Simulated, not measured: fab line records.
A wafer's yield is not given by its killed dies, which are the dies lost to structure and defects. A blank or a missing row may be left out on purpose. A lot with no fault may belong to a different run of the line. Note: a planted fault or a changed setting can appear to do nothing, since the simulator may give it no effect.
fab line records    flow rit-cmos
[record] lots = 6  wafers = 18  last-day = 7
route steps=202 shown SILICIDE@167 CONTACT@168
lots that met no fault: from a run of the same line without faults
start-h: hours from the record's opening day to when the first of the lot's shown wafers began    wait-h: how many hours have passed since the lot's step before this one    " identical to the entry in the row above    L1.1+2: a single row standing in for several wafers    - value missing, or start not given    * or withheld: withheld    < > ~ a bound
route shown NAME@n: a module of which the file shows steps, and the number in the route of the first    usual: mean and standard deviation over wafers with no fault    same: alike in all rows    chamber/n: place in a boat    sites: per-site readings    _std_site: standard deviation of those values    _edge_site: outer sites' mean less inner sites'    radius-mm: how far each site lies from the wafer's centre    mask NAME#n: copy n    behind: the last tool/chamber to shape the wafer    hold: reason for holding the lot/hours on hold/outcome of the hold    device: the n, p or np transistor that did not switch    end of line: tests of these same wafers at the route's end    where a step has no rows: the recipe by itself    killed: the dies lost at the first sort to structure and to defects; this is not the yield of the wafer    map: a wafer's dies, marking killed ones x, the rest . and places with no die _
set.NAME: the setting that was run; set.NAME@STEP: the one run at that earlier step    model.NAME: the simulator's own value behind a step, which no gauge read
lots at some steps of the route; a table a step, a row a wafer
services: the hour from which a tool's chamber was out of use, counted from the record's first day as start-h (under 0 if before that day), plus the number of hours and why
[[steps]]
[step RIT_SILICIDE_RTA_06]
[recipe] temp-c = 750  time-s = 10  idle-temp-c = 25  ramp-up-s = 5  ramp-down-s = 10  cool-to-c = 25  ambient = N2
[usual] chamber-o2-ppm = 1.996/0.021  wafer_temp_C_max = 754.4/0.87
lot.wafer  tool           chamber  start-h  wait-h  chamber-o2-ppm  wafer_temp_C_max
L670.1     rtp-anneal-01  0        81.55    0.0     1.968           756.1
L670.2     "              0        "        "       2.004           754.9
L670.5     "              0        "        "       1.967           755.3
L677.1     rtp-anneal-02  0        111.79   0.0     1.981           753.2
L677.4     "              0        "        "       1.980           754.9
L677.6     "              0        "        "       2.012           754.0
L683.2     rtp-anneal-02  0        141.70   0.0     2.019           754.6
L683.4     "              0        "        "       2.035           755.0
L683.5     "              0        "        "       2.000           753.3
L684.1     rtp-anneal-01  0        145.13   0.0     2.024           756.4
L684.2     "              0        "        "       1.972           754.6
L684.3     "              0        "        "       1.988           754.3
L687.1     rtp-anneal-02  0        160.26   0.0     2.007           755.1
L687.3     "              0        "        "       1.995           753.3
L687.4     "              0        "        "       2.034           754.2
L688.2     rtp-anneal-01  0        165.22   0.0     1.988           754.7
L688.3     "              0        "        "       1.976           755.6
L688.4     "              0        "        "       1.977           755.2
[step RIT_CONTACT_CVD_00]
[recipe] material = SiO2  target-thk-nm = 400  precursor = TEOS  temp-c = 390  time-s = 61  rf-w = 400
[usual] heater-power-w = 330/54
lot.wafer  tool      chamber  start-h  wait-h  heater-power-w
L670.1     pecvd-02  1        81.62    0.1     426
L670.2     "         2        "        "       259
L670.5     "         0        "        "       337
L677.1     pecvd-01  0        111.85   0.1     301
L677.4     "         2        "        "       352
L677.6     "         1        "        "       356
L683.2     pecvd-01  0        141.75   0.0     296
L683.4     "         0        "        "       219
L683.5     "         0        "        "       235
L684.1     pecvd-04  0        145.20   0.1     291
L684.2     "         2        "        "       289
L684.3     "         1        "        "       327
L687.1     pecvd-04  2        160.33   0.1     373
L687.3     "         0        "        "       263
L687.4     "         0        "        "       280
L688.2     pecvd-02  0        165.33   0.1     315
L688.3     "         1        "        "       405
L688.4     "         0        "        "       334
[step RIT_CONTACT_THK_MEAS_01]
[recipe] reads = SiO2_of_CONTACT_CVD_00
[usual] CONTACT_TEOS_THK = 402/6.6
lot.wafer  tool           chamber  start-h  wait-h  CONTACT_TEOS_THK[nm]
L670.1     film-metro-02  -        81.67    0.0     408
L670.2     "              -        "        "       406
L670.5     "              -        "        "       407
L677.1     film-metro-03  -        111.91   0.0     395
L677.4     "              -        "        "       410
L677.6     "              -        "        "       405
L683.2     film-metro-02  -        141.84   0.1     394
L683.4     "              -        "        "       401
L683.5     "              -        "        "       399
L684.1     film-metro-03  -        145.25   0.0     407
L684.2     "              -        "        "       389
L684.3     "              -        "        "       398
L687.1     film-metro-03  -        160.38   0.0     386
L687.3     "              -        "        "       397
L687.4     "              -        "        "       404
L688.2     film-metro-04  -        165.42   0.1     401
L688.3     "              -        "        "       412
L688.4     "              -        "        "       407
[step RIT_CONTACT_HMDS_02]
[recipe] prime-time-s = 60  prime-temp-c = 140
[step RIT_CONTACT_COAT_03]
[recipe] resist = NOVOLAK  spin-rpm = 3250  resist-thk-nm = 1000
[step RIT_CONTACT_SOFTBAKE_04]
[recipe] resist = NOVOLAK  temp-c = 90  time-s = 60
[step RIT_CONTACT_EXPOSE_05]
[recipe] mask-id = M11  na = 0.6  source-shape = conventional  sigma-outer = 0.5  target-cd-nm = 1000  dose-mj = 250
[step RIT_CONTACT_PEB_06]
[recipe] resist = NOVOLAK  temp-c = withheld  time-s = withheld
[step RIT_CONTACT_DEVELOP_07]
[recipe] resist = NOVOLAK  develop-time-s = 120  dev-temp-c = 23
[step RIT_CONTACT_CD_MEAS_08]
[recipe] target-cd-nm = 1000
[usual] cd-nm = 1000.6/2.5
lot.wafer  tool       chamber  start-h  wait-h  cd-nm
L670.1     cd-sem-02  -        82.69    -       1003.4
L670.2     "          -        "        "       1002.9
L670.5     "          -        "        "       1001.3
L677.1     cd-sem-01  -        112.93   -       1003.1
L677.4     "          -        "        "       1001.5
L677.6     "          -        "        "       1002.6
L683.2     cd-sem-01  -        143.00   -       1000.1
L683.4     "          -        "        "       998.4
L683.5     "          -        "        "       999.3
L684.1     cd-sem-02  -        146.41   -       1002.6
L684.2     "          -        "        "       1000.9
L684.3     "          -        "        "       1001.7
L687.1     cd-sem-01  -        161.52   -       1004.4
L687.3     "          -        "        "       1004.0
L687.4     "          -        "        "       1001.6
L688.2     cd-sem-01  -        166.45   -       999.9
L688.3     "          -        "        "       1001.2
L688.4     "          -        "        "       1002.4
[step RIT_CONTACT_OVL_MEAS_09]
[usual] CONTACT_OVL = 0.3/1.4
lot.wafer  tool        chamber  start-h  wait-h  CONTACT_OVL[nm]
L670.1     overlay-01  -        82.81    0.1     1.4
L670.2     "           -        "        "       0.4
L670.5     "           -        "        "       1.3
L677.1     overlay-02  -        113.05   0.1     0.4
L677.4     "           -        "        "       2.1
L677.6     "           -        "        "       0.7
L683.2     overlay-02  -        143.11   0.1     0.6
L683.4     "           -        "        "       -0.5
L683.5     "           -        "        "       1.8
L684.1     overlay-02  -        146.53   0.1     -0.5
L684.2     "           -        "        "       -1.3
L684.3     "           -        "        "       -0.6
L687.1     overlay-02  -        161.64   0.1     0.1
L687.3     "           -        "        "       -0.9
L687.4     "           -        "        "       -1.2
L688.2     overlay-02  -        166.56   0.1     0.1
L688.3     "           -        "        "       -1.4
L688.4     "           -        "        "       -1.8
[step RIT_CONTACT_HARDBAKE_10]
[recipe] resist = NOVOLAK  temp-c = 140  time-s = 60
[step RIT_CONTACT_ETCH_11]
[recipe] target-depth-a = 4800  over-etch-frac = 0.2  stop-on = TiSi2  chemistry = CHF3/CF4/Ar  target = SiO2  CHF3_flow_sccm = 50  cf4-flow-sccm = 10  Ar_flow_sccm = 100  O2_flow_sccm = 5  pressure-mtorr = 100  rf-w = 200  time-s = 320
[usual] O2_flow_sccm = 4.998/0.015  drypump-motor-current-A = 5.70/0.21  oes-product-au = 0.988/0.012  throttle-valve-pct = 8.88/0.15
lot.wafer  tool         chamber  start-h  wait-h  O2_flow_sccm  drypump-motor-current-A  oes-product-au  rf-hours-counter-h  throttle-valve-pct  model.etch.depth-nm  model.CONTACT.feature-depth-nm  model.NOVOLAK_of_CONTACT_COAT_03.thk-nm
L670.1     rie-diel-04  2        83.13    0.1     5.015         6.03                     1.011           150                 8.74                408.6                408.6                           773.3
L670.2     "            0        "        "       4.975         5.93                     1.009           1                   8.85                406.3                406.3                           773.1
L670.5     "            3        "        "       4.984         5.35                     0.981           -                   8.81                407.2                407.2                           770.5
L677.1     rie-diel-02  1        113.24   0.1     4.953         5.31                     0.988           118                 9.11                395.4                395.4                           767.2
L677.4     "            3        "        "       4.984         6.01                     0.974           -                   8.62                410                  410                             767.5
L677.6     "            1        "        "       4.970         5.32                     0.981           -                   9.10                404.8                404.8                           769.8
L683.2     rie-diel-02  0        143.29   0.1     5.007         5.71                     0.974           5                   8.77                394.4                394.4                           774.4
L683.4     "            3        "        "       4.994         6.05                     0.951           -                   8.64                271.7                271.7                           817.4
L683.5     "            0        "        "       4.989         5.70                     0.967           -                   8.77                398.8                398.8                           776.2
L684.1     rie-diel-02  0        146.72   0.1     5.002         5.68                     0.975           5                   8.77                407.1                407.1                           775.1
L684.2     "            1        "        "       5.012         5.39                     0.987           119                 9.12                389.1                389.1                           767.7
L684.3     "            3        "        "       5.002         6.03                     0.951           18                  8.62                271.1                271.1                           817.5
L687.1     rie-diel-04  1        161.83   0.1     5.010         5.81                     0.974           3                   8.94                386.5                386.5                           767.5
L687.3     "            3        "        "       5.001         5.36                     0.986           37                  8.80                396.6                396.6                           765.7
L687.4     "            1        "        "       4.993         5.79                     0.984           -                   8.93                404.7                404.7                           769.1
L688.2     rie-diel-01  1        166.74   0.1     4.994         5.80                     0.986           137                 8.96                401.1                401.1                           763.9
L688.3     "            0        "        "       4.993         5.80                     0.983           0                   9.09                412.2                412.2                           776.6
L688.4     "            1        "        "       4.987         5.77                     0.993           -                   8.96                407.3                407.3                           766.9
[step RIT_CONTACT_STRIP_12]
[recipe] chemistry = O2  time-s = 180  resist = NOVOLAK  platen-temp-c = withheld  power-w = 500  pressure-mtorr = 4000  o2-flow-sccm = 4000
[usual] drypump-motor-current-A = 6.1/0.56
lot.wafer  tool             chamber  start-h  wait-h  drypump-motor-current-A  rf-hours-counter-h
L670.1     plasma-asher-03  0        83.32    0.1     6.6                      43
L670.2     "                1        "        "       6.2                      43
L670.5     "                0        "        "       6.6                      -
L677.1     plasma-asher-04  0        113.43   0.1     6.6                      33
L677.4     "                1        "        "       5.7                      -
L677.6     "                0        "        "       6.6                      -
L683.2     plasma-asher-04  1        143.48   0.1     5.7                      37
L683.4     "                0        "        "       6.6                      -
L683.5     "                1        "        "       5.7                      -
L684.1     plasma-asher-02  0        146.91   0.1     5.3                      51
L684.2     "                1        "        "       5.0                      51
L684.3     "                0        "        "       5.3                      -
L687.1     plasma-asher-03  1        162.02   0.1     6.2                      52
L687.3     "                1        "        "       6.2                      -
L687.4     "                0        "        "       6.6                      -
L688.2     plasma-asher-04  0        166.93   0.1     6.6                      40
L688.3     "                1        "        "       5.7                      -
L688.4     "                0        "        "       6.6                      -
[[services]]
tool             chamber  start-h  hours  kind
pecvd-04         -        66.59    2.4    repair
rie-diel-02      -        69.61    0.8    repair
rie-diel-01      2        71.12    4.4    repair
rie-diel-01      0        74.13    4.8    repair
rie-diel-04      -        75.58    2.8    pm
rie-diel-04      -        87.53    0.4    repair
pecvd-04         -        98.63    2.8    pm
rie-diel-04      2        109.46   16.7   repair
rie-diel-02      2        111.94   8.3    repair
plasma-asher-03  -        116.76   2.8    pm
rie-diel-02      2        129.24   -      clean
rie-diel-02      2        129.24   20.4   scheduled-down
rie-diel-02      2        129.24   20.4   vent-cycle
rie-diel-01      0        133.89   -      clean
rie-diel-01      0        133.89   17.2   scheduled-down
rie-diel-01      0        133.89   17.2   vent-cycle
pecvd-01         1        137.14   10.7   repair
pecvd-02         0        139.51   4.0    repair
rie-diel-04      2        147.38   -      clean
rie-diel-04      2        147.38   24.0   scheduled-down
rie-diel-04      2        147.38   24.0   vent-cycle
plasma-asher-02  -        147.75   0.7    repair
pecvd-02         2        155.84   14.3   repair
[[key]]
first-sign none at tools or gauges
[model-effect] step = RIT_CONTACT_ETCH_11  value = etch.depth-nm  without = 398.9  struck = 271.4
met-at RIT_CONTACT_ETCH_11
struck-wafers L683.4,L684.3
later-rows-left-out L683.4,L684.3
sort-left-out L683.4,L684.3
tester-left-out L683,L684
onset-between 113.24 143.29
[fault] kind = process-parameter-drift  tool = rie-diel-02  chamber = 3  onset-h = 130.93  steps = RIT_CONTACT_ETCH_11  channel = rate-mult  offset = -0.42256  shape = step  end-h = 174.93
// tester-left-out: of these lots the tester's yield and bins aren't shown, on N5 and GAA mostly nor the transistor test; their killed dies are dies lost to structure and defects alone, not to doping, threshold or leakage, so they don't give the yield
// sort-left-out: the simulated sort isn't trusted on such a fault, so these wafers' sort isn't shown, and their yield isn't known
// later-rows-left-out: the simulator's readings of these wafers behind a module that went badly wrong aren't trusted and aren't shown, but for the sort
